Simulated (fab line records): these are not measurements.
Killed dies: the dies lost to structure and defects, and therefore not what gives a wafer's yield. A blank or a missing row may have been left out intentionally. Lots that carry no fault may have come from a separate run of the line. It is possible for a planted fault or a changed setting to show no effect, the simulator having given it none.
Which of the tools did it?	flow berkeley cmos170	13 lots, 39 wafers sampled, at 7 steps of a route of 331

## WHAT EACH GAUGE READ, for each wafer
UCB170_CONTACT_CD_MEAS_90: the cd target is 700 nm. Usual: cd nm at 700.3 nm, with a standard deviation of 1.7.
lot	measured	on	cd nm (nm)	flag
L987	day 8 05:01	cd sem-01	702.0 701.2 702.1	
L988	day 8 18:25	cd sem-02	701.9 701.6 700.9	
L989	day 8 19:33	cd sem-02	700.8 699.8 700.0	
L991	day 9 10:10	cd sem-01	700.3 698.0 699.0	
L992	day 9 14:05	cd sem-02	700.2 698.7 701.3	
L996	day 10 10:50	cd sem-02	700.9 702.7 703.4	
L997	day 10 11:31	cd sem-01	697.0 697.1 697.3	
L104	day 11 20:28	cd sem-01	699.9 702.2 700.9	
L106	day 12 05:52	cd sem-01	702.0 702.1 700.8	
L107	day 12 07:43	cd sem-02	700.8 698.5 700.6	
L108	day 12 07:50	cd sem-02	697.6 699.3 699.2	
L109	day 12 20:08	cd sem-01	698.8 699.6 699.2	
L110	day 12 23:16	cd sem-02	699.8 700.8 698.1	

UCB170_M1_THK_MEAS_02: measures by xrf. Usual: M1_AL_THK 593 nm, standard deviation 9.
lot	measured	on	M1_AL_THK (nm)	flag
L987	day 8 05:31	film metro-04	589 582 583	
L988	day 8 18:55	film metro-01	581 586 582	
L989	day 8 20:02	film metro-01	598 601 601	
L991	day 9 11:02	film metro-04	594 589 585	
L992	day 9 14:34	film metro-01	606 599 601	
L996	day 10 11:20	film metro-02	589 584 583	
L997	day 10 12:02	film metro-02	598 602 602	
L104	day 11 20:56	film metro-01	589 595 592	
L106	day 12 06:28	film metro-02	598 608 595	
L107	day 12 08:12	film metro-02	590 587 590	
L108	day 12 08:22	film metro-01	603 605 606	
L109	day 12 20:35	film metro-02	607 600 601	
L110	day 12 23:44	film metro-02	583 585 585	

UCB170_M2_RS_MEAS_02: a four-point-probe measurement. Usual: M2_AL_RS 0.03208 ohm/sq, standard deviation 0.00029.
lot	measured	on	M2_AL_RS (ohm/sq)	flag
L987	day 8 11:14	film metro-02	0.03194 0.03213 0.03186	
L988	day 9 01:13	film metro-03	0.03184 0.03208 0.03191	
L989	day 9 04:41	film metro-02	0.03251 0.03231 0.03261	
L991	day 9 17:58	film metro-01	0.03212 0.03205 0.03203	
L992	day 9 23:04	film metro-01	0.03206 0.03208 0.03221	
L996	day 10 21:28	film metro-03	0.03163 0.03154 0.03167	
L997	day 10 21:31	film metro-02	0.03216 0.04853 0.03227	OFF
L104	day 12 02:31	film metro-01	0.03179 0.03178 0.03191	
L106	day 12 12:18	film metro-03	0.03244 0.03243 0.03223	
L107	day 13 11:31	film metro-02	0.03262 0.03257 0.03257	
L108	day 13 11:15	film metro-03	0.03183 0.0318 0.03236	
L109	day 13 11:52	film metro-01	0.03189 0.03189 0.03178	
L110	day 13 11:34	film metro-03	0.03196 0.03213 0.0323	

UCB170_M2_THK_MEAS_03: measures by xrf. Usual: M2_AL_THK 892 nm, standard deviation 9.5.
lot	measured	on	M2_AL_THK (nm)	flag
L987	day 8 11:22	film metro-02	901 890 898	
L988	day 9 01:20	film metro-03	894 888 891	
L989	day 9 04:49	film metro-02	882 887 884	
L991	day 9 18:05	film metro-01	888 898 897	
L992	day 9 23:10	film metro-01	899 893 890	
L996	day 10 21:34	film metro-03	899 901 898	
L997	day 10 21:38	film metro-02	892 595 892	OFF
L104	day 12 02:38	film metro-01	907 915 910	
L106	day 12 12:25	film metro-03	876 877 885	
L107	day 13 11:38	film metro-02	878 884 886	
L108	day 13 11:22	film metro-03	893 894 879	
L109	day 13 11:58	film metro-01	903 904 905	
L110	day 13 11:41	film metro-03	886 885 882	

UCB170_V2_THK_MEAS_04. Usual: V2_POLISHED_THK 1000.2 nm, standard deviation 1.1.
lot	measured	on	V2_POLISHED_THK (nm)	flag
L987	day 8 15:56	film metro-02	1001.2 999.0 1001.4	
L988	day 9 06:14	film metro-02	1000.4 999.2 1000.7	
L989	day 9 09:35	film metro-03	1000.8 1001.3 1000.8	
L991	day 9 21:06	film metro-03	1000.5 998.8 1001.2	
L992	day 10 04:10	film metro-02	999.1 999.1 1000.4	
L996	day 11 01:01	film metro-04	999.2 1001.5 1000.2	
L997	day 11 01:19	film metro-04	1000.8 999.5 1002.8	
L104	day 12 05:39	film metro-04	998.1 998.3 997.5	
L106	day 12 15:31	film metro-03	1000.5 1001.0 1001.0	
L107	day 13 15:47	film metro-04	999.5 999.0 997.9	
L108	day 13 15:10	film metro-02	1000.9 1000.0 998.5	
L109	day 13 16:05	film metro-03	999.9 998.3 999.0	
L110	day 13 15:46	film metro-02	1000.6 998.6 999.5	

## TOOL THAT RAN EACH LOT (tool first, then ch and the chambers of the sampled wafers, then the start)
lot	UCB170_M2_SPUTTER_01	UCB170_M2_METAL_ETCH_18
L987	pvd sputter-03, day 8 11:10	rie metal-04 ch 0,1, day 8 14:53
L988	pvd sputter-04, day 9 01:08	rie metal-04 ch 0,1, day 9 05:12
L989	pvd sputter-01, day 9 04:26	rie metal-02 ch 0,1, day 9 08:33
L991	pvd sputter-01, day 9 17:52	rie metal-02 ch 0,1, day 9 20:03
L992	pvd sputter-03, day 9 22:58	rie metal-03 ch 0,1, day 10 03:07
L996	pvd sputter-04, day 10 21:21	rie metal-03 ch 0,1, day 10 23:58
L997	pvd sputter-01, day 10 21:26	rie metal-02 ch 0,1, day 11 00:14
L104	pvd sputter-03, day 12 02:26	rie metal-04 ch 0,1, day 12 04:36
L106	pvd sputter-03, day 12 12:12	rie metal-02 ch 0,1, day 12 14:28
L107	pvd sputter-03, day 13 11:26	rie metal-04 ch 1, day 13 14:34
L108	pvd sputter-01, day 13 11:10	rie metal-03 ch 0,1, day 13 14:07
L109	pvd sputter-03, day 13 11:44	rie metal-02 ch 0,1, day 13 14:54
L110	pvd sputter-01, day 13 11:28	rie metal-03 ch 0,1, day 13 14:43
- UCB170_M2_SPUTTER_01: material Al, target thk 900 nm, time 120 s.
- UCB170_M2_METAL_ETCH_18: etches Al in Cl2/BCl3, stops on SiO2, target depth 1170 nm, time 195 s.

## WHAT THE TOOLS THEMSELVES READ (means of the sampled wafers that have a number; where no wafer has one, the mark that the record gives instead)
UCB170_M2_SPUTTER_01. Usual: throttle valve pct at 30.0 %, with a standard deviation of 0.55.
lot	tool	throttle valve pct (%)	flag
L987	pvd sputter-03	30.2	
L988	pvd sputter-04	30.6	
L989	pvd sputter-01	29.7	
L991	pvd sputter-01	29.8	
L992	pvd sputter-03	29.8	
L996	pvd sputter-04	30.5	
L997	pvd sputter-01	29.7	
L104	pvd sputter-03	29.8	
L106	pvd sputter-03	30.1	
L107	pvd sputter-03	30.0	
L108	pvd sputter-01	30.2	
L109	pvd sputter-03	29.6	
L110	pvd sputter-01	30.4	

UCB170_M2_METAL_ETCH_18. Usual: drypump motor current A 5.6 A, standard deviation 0.5; oes product au 0.863 a.u., standard deviation 0.012; throttle valve pct 24.5 %, standard deviation 0.33.
lot	tool	drypump motor current A (A)	oes product au (a.u.)	throttle valve pct (%)	flag
L987	rie metal-04	6.0	0.869	24.9	
L988	rie metal-04	6.0	0.872	24.9	
L989	rie metal-02	5.5	0.847	24.2	
L991	rie metal-02	5.5	0.855	24.2	
L992	rie metal-03	5.5	0.865	24.4	
L996	rie metal-03	5.5	0.869	24.4	
L997	rie metal-02	5.5	0.800	24.2	OFF
L104	rie metal-04	6.0	0.877	24.9	
L106	rie metal-02	5.5	0.845	24.2	
L107	rie metal-04	6.5	0.871	24.9	
L108	rie metal-03	5.5	0.863	24.4	
L109	rie metal-02	5.3	0.852	24.0	
L110	rie metal-03	5.2	0.866	24.4	

## THE ANSWER, worked out from the rows above alone
Rule: a lot counts as off when the mean over its wafers that have a number is more than 3 standard deviations away from the usual mean. A lot without any number at a reading at which 4 lots or more have one is off too. All remaining lots with rows at the step are treated as sound. Order of review: gauges by route order, followed by the tools' own readings, for which a lot's mean as printed above is used. At the first step where some lot is off, the reading lying furthest off is the one used; lots without a number count as furthest.
Off: L997, seen at UCB170_M2_RS_MEAS_02 (M2_AL_RS).
If a tool, at a process step before that reading, ran all the lots that are off and no sound lot after the first of them, it fits. Not tried: the gauges at UCB170_M2_RS_MEAS_02; whatever is off there is also off at UCB170_M2_METAL_ETCH_18, on other tools, and gauge error can't account for it. No candidate that was tried fits.

## WHAT WAS PUT IN BY THE SIMULATOR
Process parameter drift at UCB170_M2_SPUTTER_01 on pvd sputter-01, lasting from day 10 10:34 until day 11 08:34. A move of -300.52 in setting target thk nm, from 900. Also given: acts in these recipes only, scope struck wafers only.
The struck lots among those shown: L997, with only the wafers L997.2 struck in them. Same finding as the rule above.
